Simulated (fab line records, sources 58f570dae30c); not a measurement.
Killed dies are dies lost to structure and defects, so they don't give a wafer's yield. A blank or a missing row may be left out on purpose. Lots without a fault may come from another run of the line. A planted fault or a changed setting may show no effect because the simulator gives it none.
Which tool did it? | flow berkeley_cmos170 | 14 lots, 42 wafers sampled, at 6 steps of a route of 331

WHAT THE GAUGES READ, wafer by wafer
UCB170_M1_CD_MEAS_09: target cd 700 nm. Usual: cd_nm 700.2 nm, standard deviation 1.3.
lot  | measured     | on        | cd_nm (nm)        | flag
L255 | day 6 22:41  | cd_sem-02 | 701.7 702.9 702.2 |
L256 | day 7 17:56  | cd_sem-01 | 699.6 698.8 699.6 |
L257 | day 8 00:49  | cd_sem-01 | 701.5 701.4 702.0 |
L259 | day 8 03:10  | cd_sem-01 | 699.2 699.5 698.0 |
L264 | day 9 05:34  | cd_sem-02 | 699.6 699.9 701.3 |
L271 | day 11 02:08 | cd_sem-01 | 701.5 702.8 701.3 |
L273 | day 11 02:38 | cd_sem-01 | 698.5 698.6 699.3 |
L272 | day 11 03:05 | cd_sem-01 | 701.1 701.2 699.4 |
L270 | day 11 03:06 | cd_sem-02 | 700.4 699.9 700.0 |
L274 | day 11 10:01 | cd_sem-02 | 702.2 701.2 700.7 |
L277 | day 11 15:54 | cd_sem-02 | 700.1 700.6 701.7 |
L276 | day 11 17:08 | cd_sem-02 | 700.4 699.1 699.6 |
L275 | day 11 17:28 | cd_sem-02 | 700.3 699.4 700.1 |
L278 | day 11 23:52 | cd_sem-02 | 699.2 699.5 699.6 |

UCB170_V2_THK_MEAS_04. Usual: V2_POLISHED_THK 999.6 nm, standard deviation 1.3.
lot  | measured     | on            | V2_POLISHED_THK (nm) | flag
L255 | day 7 11:09  | film_metro-02 | 999.1 998.1 998.8    |
L256 | day 8 06:10  | film_metro-04 | 1001.0 999.8 999.9   |
L257 | day 8 11:59  | film_metro-04 | 998.4 1001.4 1000.7  |
L259 | day 8 14:53  | film_metro-01 | 997.3 999.1 999.8    |
L264 | day 9 18:19  | film_metro-02 | 1001.7 999.8 1002.0  |
L271 | day 11 12:02 | film_metro-02 | 1001.7 1000.6 998.9  |
L273 | day 11 13:30 | film_metro-04 | 1001.1 1001.2 1001.0 |
L272 | day 11 12:41 | film_metro-01 | 998.7 998.4 999.1    |
L270 | day 11 14:37 | film_metro-02 | 999.9 1000.0 999.8   |
L274 | day 11 21:35 | film_metro-01 | 999.3 1000.1 998.8   |
L277 | day 12 04:13 | film_metro-04 | 1001.4 1000.2 998.0  |
L276 | day 12 04:16 | film_metro-02 | 999.5 1001.9 1001.0  |
L275 | day 12 04:35 | film_metro-01 | 998.7 1000.4 1000.5  |
L278 | day 12 12:27 | film_metro-02 | 999.3 997.4 999.0    |

UCB170_M3_RS_MEAS_02: measures by four-point-probe. Usual: M3_AL_RS 0.0323 ohm/sq, standard deviation 0.00041.
lot  | measured     | on            | M3_AL_RS (ohm/sq)    | flag
L255 | day 7 13:15  | film_metro-02 | 0.0316 0.0321 0.0320 |
L256 | day 8 08:45  | film_metro-02 | 0.0321 0.0323 0.0322 |
L257 | day 8 13:53  | film_metro-02 | 0.0323 0.0321 0.0317 |
L259 | day 8 19:56  | film_metro-02 | 0.0162 0.0161 0.0161 | OFF
L264 | day 9 20:36  | film_metro-02 | 0.0162 0.0162 0.0163 | OFF
L271 | day 11 14:32 | film_metro-03 | 0.0332 0.0323 0.0325 |
L273 | day 11 16:16 | film_metro-02 | 0.0322 0.0320 0.0323 |
L272 | day 11 15:18 | film_metro-04 | 0.0319 0.0318 0.0322 |
L270 | day 11 17:34 | film_metro-02 | 0.0320 0.0319 0.0317 |
L274 | day 11 23:22 | film_metro-04 | 0.0323 0.0326 0.0327 |
L277 | day 12 06:08 | film_metro-03 | 0.0325 0.0329 0.0322 |
L276 | day 12 06:28 | film_metro-04 | 0.0322 0.0319 0.0318 |
L275 | day 12 06:42 | film_metro-03 | 0.0325 0.0319 0.0320 |
L278 | day 12 15:28 | film_metro-04 | 0.0318 0.0329 0.0319 |

UCB170_M3_THK_MEAS_03: measures by xrf. Usual: M3_AL_THK 920 nm, standard deviation 12.
lot  | measured     | on            | M3_AL_THK (nm) | flag
L255 | day 7 13:22  | film_metro-02 | 928 917 915    |
L256 | day 8 08:52  | film_metro-02 | 930 919 919    |
L257 | day 8 14:01  | film_metro-02 | 918 928 934    |
L259 | day 8 20:04  | film_metro-02 | 1837 1836 1839 | OFF
L264 | day 9 20:41  | film_metro-02 | 1814 1821 1795 | OFF
L271 | day 11 14:38 | film_metro-03 | 903 925 914    |
L273 | day 11 16:23 | film_metro-02 | 917 922 924    |
L272 | day 11 15:24 | film_metro-04 | 936 936 932    |
L270 | day 11 17:41 | film_metro-02 | 924 928 933    |
L274 | day 11 23:29 | film_metro-04 | 922 918 917    |
L277 | day 12 06:14 | film_metro-03 | 912 902 925    |
L276 | day 12 06:35 | film_metro-04 | 923 940 936    |
L275 | day 12 06:49 | film_metro-03 | 915 937 932    |
L278 | day 12 15:35 | film_metro-04 | 940 902 931    |

WHICH TOOL RAN EACH LOT (tool, then ch and the chambers of the sampled wafers, then the start)
lot  | UCB170_V2_ETCH_14                  | UCB170_M3_SPUTTER_01
L255 | rie_diel-02 ch 0,2,3, day 7 12:42  | pvd_sputter-03, day 7 13:10
L256 | rie_diel-01 ch 1,2,3, day 8 08:12  | pvd_sputter-04, day 8 08:40
L257 | rie_diel-04 ch 1,2,3, day 8 13:20  | pvd_sputter-03, day 8 13:48
L259 | rie_diel-04 ch 1,2,3, day 8 19:07  | pvd_sputter-04, day 8 19:37
L264 | rie_diel-04 ch 0,1,3, day 9 19:45  | pvd_sputter-02, day 9 20:13
L271 | rie_diel-02 ch 0,2,3, day 11 13:57 | pvd_sputter-02, day 11 14:25
L273 | rie_diel-04 ch 1,2, day 11 15:43   | pvd_sputter-02, day 11 16:11
L272 | rie_diel-02 ch 0,2, day 11 14:43   | pvd_sputter-04, day 11 15:11
L270 | rie_diel-01 ch 0,2,3, day 11 17:01 | pvd_sputter-04, day 11 17:29
L274 | rie_diel-01 ch 1,2, day 11 22:49   | pvd_sputter-03, day 11 23:17
L277 | rie_diel-04 ch 0,2, day 12 05:33   | pvd_sputter-04, day 12 06:01
L276 | rie_diel-02 ch 0,1,3, day 12 05:50 | pvd_sputter-03, day 12 06:23
L275 | rie_diel-01 ch 0,1,2, day 12 06:07 | pvd_sputter-02, day 12 06:37
L278 | rie_diel-01 ch 0,1,2, day 12 14:52 | pvd_sputter-03, day 12 15:20
- UCB170_V2_ETCH_14: etches SiO2 in CHF3/CF4/Ar, stops on Al, target depth 1250 nm, time 291 s.
- UCB170_M3_SPUTTER_01: material Al, target thk 900 nm, time 120 s.

WHAT THE TOOLS THEMSELVES READ (means of the sampled wafers that have a number; where no wafer has one, the mark that the record gives instead)
UCB170_V2_ETCH_14. Usual: drypump_motor_current_A 5.6 A, standard deviation 0.52; oes_product_au 0.875 a.u., standard deviation 0.013; throttle_valve_pct 6.96 %, standard deviation 0.099.
lot  | tool        | drypump_motor_current_A (A) | oes_product_au (a.u.) | throttle_valve_pct (%) | flag
L255 | rie_diel-02 | 5.2                         | 0.870                 | 6.92                   |
L256 | rie_diel-01 | 6.0                         | 0.890                 | 7.07                   |
L257 | rie_diel-04 | 5.5                         | 0.867                 | 6.83                   |
L259 | rie_diel-04 | 5.5                         | 0.862                 | 6.83                   |
L264 | rie_diel-04 | 5.6                         | 0.874                 | 6.91                   |
L271 | rie_diel-02 | 5.2                         | 0.861                 | 6.92                   |
L273 | rie_diel-04 | 5.1                         | 0.872                 | 6.83                   |
L272 | rie_diel-02 | 5.1                         | 0.858                 | 6.92                   |
L270 | rie_diel-01 | 6.2                         | 0.879                 | 7.01                   |
L274 | rie_diel-01 | 6.4                         | 0.878                 | 7.08                   |
L277 | rie_diel-04 | 5.5                         | 0.874                 | 6.85                   |
L276 | rie_diel-02 | 5.3                         | 0.872                 | 6.95                   |
L275 | rie_diel-01 | 6.1                         | 0.876                 | 7.05                   |
L278 | rie_diel-01 | 6.1                         | 0.875                 | 7.06                   |

UCB170_M3_SPUTTER_01. Usual: throttle_valve_pct 30.9 %, standard deviation 0.65.
lot  | tool           | throttle_valve_pct (%) | flag
L255 | pvd_sputter-03 | 30.5                   |
L256 | pvd_sputter-04 | 30.8                   |
L257 | pvd_sputter-03 | 30.3                   |
L259 | pvd_sputter-04 | 30.2                   |
L264 | pvd_sputter-02 | 30.6                   |
L271 | pvd_sputter-02 | 31.2                   |
L273 | pvd_sputter-02 | 31.1                   |
L272 | pvd_sputter-04 | 31.5                   |
L270 | pvd_sputter-04 | 30.8                   |
L274 | pvd_sputter-03 | 31.1                   |
L277 | pvd_sputter-04 | 30.3                   |
L276 | pvd_sputter-03 | 30.9                   |
L275 | pvd_sputter-02 | 31.0                   |
L278 | pvd_sputter-03 | 30.4                   |

THE ANSWER, worked out from the rows above alone
Rule: a lot is off if the mean of its wafers that have a number lies more than 3 standard deviations from the usual mean. A lot without any number at a reading at which 4 lots or more have one is off too. The other lots that the step has rows for count as sound. The gauges are gone through in route order, then the tools' own readings, and for those a lot's mean is taken as printed above. The first step at which some lot is off is used, and at that step the reading that is off furthest; a lot without a number counts as furthest.
Off: L259, L264, at UCB170_M3_RS_MEAS_02 (M3_AL_RS).
A tool fits if, at a process step before that reading, it ran every lot that is off, and no sound lot after the first of them. The gauges at UCB170_M3_RS_MEAS_02 are tried like those tools. None of those tried fits.

WHAT THE SIMULATOR HAD PUT IN
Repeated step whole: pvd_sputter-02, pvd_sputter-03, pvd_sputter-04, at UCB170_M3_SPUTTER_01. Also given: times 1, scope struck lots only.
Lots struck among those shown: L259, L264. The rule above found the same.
